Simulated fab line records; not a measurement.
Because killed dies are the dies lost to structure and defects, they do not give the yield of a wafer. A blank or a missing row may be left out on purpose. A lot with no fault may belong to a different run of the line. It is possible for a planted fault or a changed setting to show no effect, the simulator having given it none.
fab line records -- flow rit_cmos
record: lots: 13, wafers: 39, last_day: 7
route steps=202 shown M1@184
lots that met no fault: taken from a fault-free run of the same line
start_h: start of the lot's first displayed wafer, in hours after the record's first day -- wait_h: hours elapsed since this lot's preceding step -- " the same as in the row above -- L1.1+2: one row covering several wafers at once -- - either no value or no given start -- * or withheld: withheld -- < > ~ a bound
route shown NAME@n: NAME is a module with steps in the file, n the number in the route of the first one -- usual: mean/standard deviation taken from wafers without a fault -- same: alike in all rows -- chamber/n: place in a boat -- sites: the reading at each site -- _std_site: standard deviation of those values -- _edge_site: outer sites' mean less inner sites' -- radius_mm: how far each site lies from the wafer's centre -- mask NAME#n: copy n -- behind: tool/chamber where the wafer was last shaped -- hold: why the lot went on hold/how many hours it stayed there/how the hold came to an end -- device: whichever transistor did not switch (one of n, p or np) -- end of line: the tests these same wafers got at the end of their route -- for a step that has no rows: nothing shown but its recipe -- killed: count of dies lost to structure and defects at first sort (not the wafer's yield) -- map: shows each die of a wafer: x if killed, . if not, _ if none is there
set.NAME: setting as actually run; set.NAME@STEP: the setting as run at that earlier step -- model.NAME: the simulator's own value behind a step, which no gauge read
steps of the route over a sample of lots; a table a step, a row a wafer
services: from which hour (start_h, from the record's first day; less than 0 if before it) a tool's chamber was out of use, for how many hours, and why
== steps ==
step: RIT_M1_SPUTTER_00
recipe: material: Al, target_thk_nm: 400, power_w: 2000, chamber_pressure_pa: 0.4, gas: Ar, time_s: 500, substrate_temp_c: 25
usual: throttle_valve_pct: 30.3/1.3
lot.wafer,tool,chamber,start_h,wait_h,throttle_valve_pct
L252.1,pvd_sputter-03,-,59.48,0.0,30.4
L252.2,pvd_sputter-03,-,59.48,0.0,29.2
L252.6,pvd_sputter-03,-,59.48,0.0,29.3
L253.4,pvd_sputter-04,-,72.84,0.0,30.4
L253.5,pvd_sputter-04,-,72.84,0.0,30.1
L253.6,pvd_sputter-04,-,72.84,0.0,32.8
L254.4,pvd_sputter-03,-,73.94,0.0,29.2
L254.5,pvd_sputter-03,-,73.94,0.0,30.6
L254.6,pvd_sputter-03,-,73.94,0.0,30.5
L255.1,pvd_sputter-02,-,77.00,0.0,30.8
L255.2,pvd_sputter-02,-,77.00,0.0,33.1
L255.6,pvd_sputter-02,-,77.00,0.0,30.8
L256.2,pvd_sputter-03,-,83.59,0.0,30.5
L256.4,pvd_sputter-03,-,83.59,0.0,29.2
L256.5,pvd_sputter-03,-,83.59,0.0,28.2
L257.1,pvd_sputter-02,-,91.61,0.0,31.5
L257.5,pvd_sputter-02,-,91.61,0.0,31.6
L257.6,pvd_sputter-02,-,91.61,0.0,33.2
L259.2,pvd_sputter-02,-,95.38,0.0,33.0
L259.5,pvd_sputter-02,-,95.38,0.0,30.9
L259.6,pvd_sputter-02,-,95.38,0.0,32.8
L262.4,pvd_sputter-03,-,113.56,0.0,30.6
L262.5,pvd_sputter-03,-,113.56,0.0,28.1
L262.6,pvd_sputter-03,-,113.56,0.0,29.2
L263.2,pvd_sputter-04,-,118.99,0.0,30.1
L263.5,pvd_sputter-04,-,118.99,0.0,30.2
L263.6,pvd_sputter-04,-,118.99,0.0,29.8
L265.1,pvd_sputter-04,-,128.40,0.0,29.9
L265.2,pvd_sputter-04,-,128.40,0.0,30.4
L265.5,pvd_sputter-04,-,128.40,0.0,30.5
L266.4,pvd_sputter-03,-,133.11,0.0,28.3
L266.5,pvd_sputter-03,-,133.11,0.0,30.6
L266.6,pvd_sputter-03,-,133.11,0.0,30.4
L271.1,pvd_sputter-04,-,156.89,0.0,30.4
L271.3,pvd_sputter-04,-,156.89,0.0,30.0
L271.5,pvd_sputter-04,-,156.89,0.0,30.4
L273.2,pvd_sputter-04,-,168.53,0.0,29.9
L273.3,pvd_sputter-04,-,168.53,0.0,32.7
L273.6,pvd_sputter-04,-,168.53,0.0,30.0
step: RIT_M1_PROBE_99
usual: defect_limited_yield: 97.1/1.2, killed_at_M0_to_M3: 0.0/0.12, killed_at_contacts: 0.0/0.22, killed_at_front_end: 7/3.2, killed_dies: 8/3.2, killed_open: 3.7/2.1, killed_short: 3.8/2.2, sort_bin_3_pad_short: 0.1/0.24, sort_bin_5_function: 1.7/0.87, sort_bin_6_memory: 1.0/0.64, sort_n_pass: 256/3.2, sort_yield_pct: 97.1/1.2
same: gross_dies: 264, killed_at_M4_up: 0, killed_at_back_side: 0, killed_at_other: 0
lot.wafer,tool,chamber,start_h,wait_h,defect_limited_yield[%],killed_at_M0_to_M3,killed_at_contacts,killed_at_front_end,killed_dies,killed_open,killed_short,sort_bin_3_pad_short[%],sort_bin_5_function[%],sort_bin_6_memory[%],sort_n_pass,sort_yield_pct[%]
L252.1,prober-02,-,63.62,0.1,96.6,0,0,9,9,6,3,0.4,2.3,0.8,255,96.6
L252.2,prober-02,-,63.67,0.1,96.2,0,0,10,10,3,7,0,3.0,0.8,254,96.2
L252.6,prober-02,-,63.87,0.2,95.1,0,0,13,13,6,7,0,3.4,1.5,251,95.1
L253.4,prober-01,-,77.13,0.2,99.2,0,0,2,2,2,0,0,0.4,0.4,262,99.2
L253.5,prober-01,-,77.18,0.2,95.5,0,0,12,12,7,5,0.4,1.5,2.7,252,95.5
L253.6,prober-01,-,77.23,0.2,97.3,0,1,6,7,4,3,0,2.3,0.4,257,97.3
L254.4,prober-02,-,78.63,0.2,98.5,0,0,4,4,1,3,0,0.4,1.1,260,98.5
L254.5,prober-02,-,78.68,0.2,96.6,0,0,9,9,6,3,0,2.7,0.8,255,96.6
L254.6,prober-02,-,78.73,0.2,95.8,0,0,11,11,4,7,0,3.0,1.1,253,95.8
L255.1,prober-01,-,81.05,0.1,97.3,0,0,7,7,4,3,0,1.5,1.1,257,97.3
L255.2,prober-01,-,81.10,0.1,98.1,0,0,5,5,0,5,0.4,1.1,0.4,259,98.1
L255.6,prober-01,-,81.30,0.2,98.5,0,0,4,4,3,1,0,1.5,0,260,98.5
L256.2,prober-02,-,87.81,0.1,97.3,0,0,7,7,4,3,0,1.1,1.5,257,97.3
L256.4,prober-02,-,87.91,0.2,98.9,0,0,3,3,1,2,0,0.8,0.4,261,98.9
L256.5,prober-02,-,87.96,0.2,95.5,0,0,12,12,7,5,0,3.8,0.8,252,95.5
L257.1,prober-01,-,95.63,0.1,95.5,0,0,12,12,5,7,0,3.0,1.5,252,95.5
L257.5,prober-01,-,95.83,0.2,95.5,0,1,11,12,6,6,0,3.0,1.5,252,95.5
L257.6,prober-01,-,95.88,0.2,98.1,0,0,5,5,1,4,0,1.1,0.8,259,98.1
L259.2,prober-01,-,100.24,0.1,98.5,0,0,4,4,2,2,0,0.8,0.8,260,98.5
L259.5,prober-01,-,100.39,0.2,98.1,0,0,5,5,4,1,0,0.8,1.1,259,98.1
L259.6,prober-01,-,100.44,0.2,97.0,0,0,8,8,4,4,0,2.7,0.4,256,97.0
L262.4,prober-02,-,117.89,0.2,93.6,0,0,17,17,8,9,0.4,3.0,3.0,247,93.6
L262.5,prober-02,-,117.94,0.2,98.5,0,0,4,4,3,1,0,0.8,0.8,260,98.5
L262.6,prober-02,-,117.99,0.2,97.7,0,0,6,6,5,1,0,1.1,1.1,258,97.7
L263.2,prober-01,-,123.06,0.1,97.3,0,0,7,7,5,2,0,1.9,0.8,257,97.3
L263.5,prober-01,-,123.21,0.2,97.3,0,0,7,7,5,2,0,1.9,0.8,257,97.3
L263.6,prober-01,-,123.26,0.2,97.0,0,0,8,8,3,5,0,1.5,1.5,256,97.0
L265.1,prober-01,-,132.42,0.1,97.7,0,0,6,6,2,4,0,1.5,0.8,258,97.7
L265.2,prober-01,-,132.47,0.1,96.6,0,0,9,9,2,7,0.4,1.1,1.9,255,96.6
L265.5,prober-01,-,132.62,0.2,97.7,0,0,6,6,4,2,0,1.1,1.1,258,97.7
L266.4,prober-02,-,137.39,0.2,98.1,0,0,5,5,2,3,0,1.1,0.8,259,98.1
L266.5,prober-02,-,137.44,0.2,87.5,30,0,3,33,2,1,1.1,7.6,3.8,231,87.5
L266.6,prober-02,-,137.49,0.2,98.1,0,0,5,5,3,2,0,0.8,1.1,259,98.1
L271.1,prober-01,-,161.03,0.1,98.1,0,0,5,5,1,4,0,1.1,0.8,259,98.1
L271.3,prober-01,-,161.13,0.2,97.3,0,0,7,7,6,1,0,1.1,1.5,257,97.3
L271.5,prober-01,-,161.23,0.2,98.9,0,0,3,3,2,1,0,0.8,0.4,261,98.9
L273.2,prober-01,-,172.73,0.1,98.5,0,0,4,4,3,1,0.4,0.8,0.4,260,98.5
L273.3,prober-01,-,172.78,0.2,99.2,0,0,2,2,1,1,0,0.8,0,262,99.2
L273.6,prober-01,-,172.93,0.2,98.5,0,0,4,4,3,1,0,0.8,0.8,260,98.5
killed by level:class
L252.1 REOX:geometric_particle:open=3 FOX1:geometric_particle:open=1 FOX2:geometric_particle:short=1 GATE:geometric_particle:open=1 REOX:geometric_particle:short=1 SILICIDE:geometric_particle:short=1 SILICIDE:geometric_particle:open=1
L252.2 GATE:geometric_particle:open=2 REOX:geometric_particle:short=2 SPACER:geometric_particle:short=2 FOX1:geometric_particle:short=1 FOX2:geometric_particle:short=1 GATE:geometric_particle:short=1 REOX:geometric_particle:open=1
L252.6 REOX:geometric_particle:short=2 SPACER:geometric_particle:short=2 FOX1:geometric_particle:short=1 FOX1:geometric_particle:open=1 FOX2:geometric_particle:open=1 GATE:geometric_particle:short=1 GATE:geometric_particle:open=1 REOX:geometric_particle:open=1
L253.4 FOX1:geometric_particle:open=1 FOX2:geometric_particle:open=1
L253.5 FOX1:geometric_particle:open=2 FOX1:geometric_particle:short=2 GATE:geometric_particle:short=2 SPACER:geometric_particle:open=2 FOX2:geometric_particle:short=1 FOX2:geometric_particle:open=1 GATE:geometric_particle:open=1 SILICIDE:geometric_particle:open=1
L253.6 SPACER:geometric_particle:short=3 FOX1:geometric_particle:open=2 SPACER:geometric_particle:open=1 CONTACT:geometric_particle:open=1
L254.4 GATE:geometric_particle:short=2 GATE:geometric_particle:open=1 SILICIDE:geometric_particle:short=1
L254.5 GATE:geometric_particle:open=5 GATE:geometric_particle:short=3 SILICIDE:geometric_particle:open=1
L254.6 GATE:geometric_particle:short=2 REOX:geometric_particle:open=2 SPACER:geometric_particle:short=2 FOX1:geometric_particle:open=1 FOX1:geometric_particle:short=1 REOX:geometric_particle:short=1 SPACER:geometric_particle:open=1 SILICIDE:geometric_particle:short=1
L255.1 FOX1:geometric_particle:open=3 GATE:geometric_particle:short=2 SPACER:geometric_particle:short=1 SILICIDE:geometric_particle:open=1
L255.2 GATE:geometric_particle:short=3 REOX:geometric_particle:short=1 SPACER:geometric_particle:short=1
L255.6 FOX1:geometric_particle:open=2 GATE:geometric_particle:open=1 SILICIDE:geometric_particle:short=1
L256.2 GATE:geometric_particle:open=2 GATE:geometric_particle:short=2 FOX1:geometric_particle:open=1 REOX:geometric_particle:open=1 SILICIDE:geometric_particle:short=1
L256.4 GATE:geometric_particle:short=2 FOX2:geometric_particle:open=1
L256.5 GATE:geometric_particle:open=3 FOX1:geometric_particle:open=2 GATE:geometric_particle:short=2 SPACER:geometric_particle:short=2 FOX1:geometric_particle:short=1 SPACER:geometric_particle:open=1 SILICIDE:geometric_particle:open=1
L257.1 GATE:geometric_particle:open=3 GATE:geometric_particle:short=3 FOX1:geometric_particle:open=1 FOX2:geometric_particle:short=1 REOX:geometric_particle:short=1 SPACER:geometric_particle:short=1 SILICIDE:geometric_particle:short=1 SILICIDE:geometric_particle:open=1
L257.5 GATE:geometric_particle:short=2 SILICIDE:geometric_particle:open=2 FOX1:geometric_particle:open=1 FOX2:geometric_particle:short=1 GATE:geometric_particle:open=1 REOX:geometric_particle:open=1 REOX:geometric_particle:short=1 SPACER:geometric_particle:short=1
L257.6 GATE:geometric_particle:short=2 FOX1:geometric_particle:short=1 REOX:geometric_particle:open=1 SILICIDE:geometric_particle:short=1
L259.2 FOX2:geometric_particle:open=1 GATE:geometric_particle:open=1 GATE:geometric_particle:short=1 SILICIDE:geometric_particle:short=1
L259.5 GATE:geometric_particle:open=2 FOX2:geometric_particle:short=1 REOX:geometric_particle:open=1 SILICIDE:geometric_particle:open=1
L259.6 GATE:geometric_particle:open=2 REOX:geometric_particle:short=2 FOX2:geometric_particle:open=1 GATE:geometric_particle:short=1 REOX:geometric_particle:open=1 SILICIDE:geometric_particle:short=1
L262.4 GATE:geometric_particle:open=5 GATE:geometric_particle:short=3 REOX:geometric_particle:short=2 SPACER:geometric_particle:open=2 SILICIDE:geometric_particle:short=2 FOX2:geometric_particle:short=1 REOX:geometric_particle:open=1 SPACER:geometric_particle:short=1
L262.5 GATE:geometric_particle:open=2 GATE:geometric_particle:short=1 SPACER:geometric_particle:open=1
L262.6 GATE:geometric_particle:open=2 FOX2:geometric_particle:open=1 REOX:geometric_particle:open=1 SPACER:geometric_particle:short=1 SPACER:geometric_particle:open=1
L263.2 FOX1:geometric_particle:open=2 GATE:geometric_particle:open=2 FOX1:geometric_particle:short=1 GATE:geometric_particle:short=1 REOX:geometric_particle:open=1
L263.5 REOX:geometric_particle:open=2 SILICIDE:geometric_particle:open=2 FOX1:geometric_particle:short=1 GATE:geometric_particle:open=1 SPACER:geometric_particle:short=1
L263.6 REOX:geometric_particle:short=3 GATE:geometric_particle:open=2 GATE:geometric_particle:short=1 SPACER:geometric_particle:open=1 SPACER:geometric_particle:short=1
L265.1 REOX:geometric_particle:short=2 GATE:geometric_particle:short=1 GATE:geometric_particle:open=1 REOX:geometric_particle:open=1 SILICIDE:geometric_particle:short=1
L265.2 GATE:geometric_particle:short=2 REOX:geometric_particle:short=2 SPACER:geometric_particle:open=2 FOX1:geometric_particle:short=1 SPACER:geometric_particle:short=1 SILICIDE:geometric_particle:short=1
L265.5 SPACER:geometric_particle:open=3 SPACER:geometric_particle:short=1 SILICIDE:geometric_particle:open=1 SILICIDE:geometric_particle:short=1
L266.4 FOX2:geometric_particle:short=1 FOX2:geometric_particle:open=1 REOX:geometric_particle:short=1 SPACER:geometric_particle:open=1 SILICIDE:geometric_particle:short=1
L266.5 M1:unspecified=30 GATE:geometric_particle:open=2 GATE:geometric_particle:short=1
L266.6 FOX1:geometric_particle:open=1 FOX2:geometric_particle:open=1 GATE:geometric_particle:short=1 GATE:geometric_particle:open=1 REOX:geometric_particle:short=1
L271.1 GATE:geometric_particle:short=3 FOX1:geometric_particle:short=1 FOX2:geometric_particle:open=1
L271.3 FOX1:geometric_particle:open=2 FOX2:geometric_particle:open=2 FOX2:geometric_particle:short=1 REOX:geometric_particle:open=1 SPACER:geometric_particle:open=1
L271.5 FOX1:geometric_particle:short=1 GATE:geometric_particle:open=1 SILICIDE:geometric_particle:open=1
L273.2 FOX2:geometric_particle:open=1 GATE:geometric_particle:short=1 GATE:geometric_particle:open=1 REOX:geometric_particle:open=1
L273.3 GATE:geometric_particle:open=1 SPACER:geometric_particle:short=1
L273.6 GATE:geometric_particle:open=2 GATE:geometric_particle:short=1 SPACER:geometric_particle:open=1
== services ==
tool,chamber,start_h,hours,kind
pvd_sputter-02,-,104.89,9.0,repair
== key ==
first_sign: step: RIT_M1_PROBE_99, reading: killed_at_M0_to_M3, direction: up, sigmas: 30, usual: 0.0, struck: 30
effect: step: RIT_M1_PROBE_99, reading: defect_limited_yield, direction: down, sigmas: 8, usual: 97.1, struck: 87.5
met_at RIT_M1_SPUTTER_00
struck_lots L266
struck_wafers L266.5
onset_between 113.56 133.11
fault: kind: chamber_particle_source, tool: pvd_sputter-03, chamber: -, onset_h: 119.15, steps: RIT_M1_SPUTTER_00, rate_per_visit_cm2: 0.4316, end_h: 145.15, scope: struck_wafers_only
